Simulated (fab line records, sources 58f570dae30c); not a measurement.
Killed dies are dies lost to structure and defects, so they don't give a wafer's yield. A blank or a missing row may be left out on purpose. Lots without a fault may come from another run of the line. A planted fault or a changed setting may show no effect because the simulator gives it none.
Which tool did it? | flow berkeley_cmos170 | 6 lots, 18 wafers sampled, at 3 steps of a route of 331

WHAT THE GAUGES READ, wafer by wafer
UCB170_M2_OVL_MEAS_16.
lot  | measured     | on         | M2_OVL (nm)
L299 | day 7 21:08  | overlay-02 | 7 4 0
L301 | day 8 05:58  | overlay-02 | 9 -6 2
L302 | day 8 16:49  | overlay-01 | 0 0 3
L306 | day 9 06:49  | overlay-01 | 13 13 9
L304 | day 9 06:32  | overlay-02 | -13 -6 3
L314 | day 10 23:12 | overlay-01 | 76 63 68

WHICH TOOL RAN EACH LOT (tool, then ch and the chambers of the sampled wafers, then the start)
lot  | UCB170_GATE_STRIP_16                | UCB170_M2_EXPOSE_12
L299 | plasma_asher-04 ch 0,1, day 6 12:37 | krf_scanner-02 ch 0, day 7 20:39
L301 | plasma_asher-03 ch 0,1, day 6 19:46 | krf_scanner-02 ch 0, day 8 05:28
L302 | plasma_asher-04 ch 0,1, day 7 08:52 | krf_scanner-01 ch 0, day 8 16:18
L306 | plasma_asher-02 ch 0,1, day 7 22:03 | krf_scanner-02 ch 0, day 9 06:18
L304 | plasma_asher-03 ch 0,1, day 7 22:26 | krf_scanner-01 ch 0, day 9 05:51
L314 | plasma_asher-02 ch 0,1, day 9 14:13 | krf_scanner-01 ch 0, day 10 22:18
- UCB170_GATE_STRIP_16: strips in O2.
- UCB170_M2_EXPOSE_12: exposes mask METAL2, target cd 700 nm.

THE ANSWER, worked out from the rows above alone
Rule: what is usual is taken from the lots themselves. Put in order of their means at a reading, lots are off if they are a third of the lots or fewer, leave a main group of 4 or more, and stand apart from it by a gap of 3 or more times the standard deviation of the main group's means; of several such gaps the widest counts. A main group whose means are all the same, to the digits that the tables above print for the reading, isn't used. A lot without any number at a reading at which 4 lots or more have one is off too. The other lots that the step has rows for count as sound.
Off: L314, at UCB170_M2_OVL_MEAS_16 (M2_OVL). The main group: mean 3 nm, standard deviation 5.5.
A tool fits if, at a process step before that reading, it ran every lot that is off, and no sound lot after the first of them. The gauges at UCB170_M2_OVL_MEAS_16 are tried like those tools. Can't be told from this: 3 tools fit, plasma_asher-02 at UCB170_GATE_STRIP_16, krf_scanner-01 at UCB170_M2_EXPOSE_12, overlay-01 at UCB170_M2_OVL_MEAS_16.

WHAT THE SIMULATOR HAD PUT IN
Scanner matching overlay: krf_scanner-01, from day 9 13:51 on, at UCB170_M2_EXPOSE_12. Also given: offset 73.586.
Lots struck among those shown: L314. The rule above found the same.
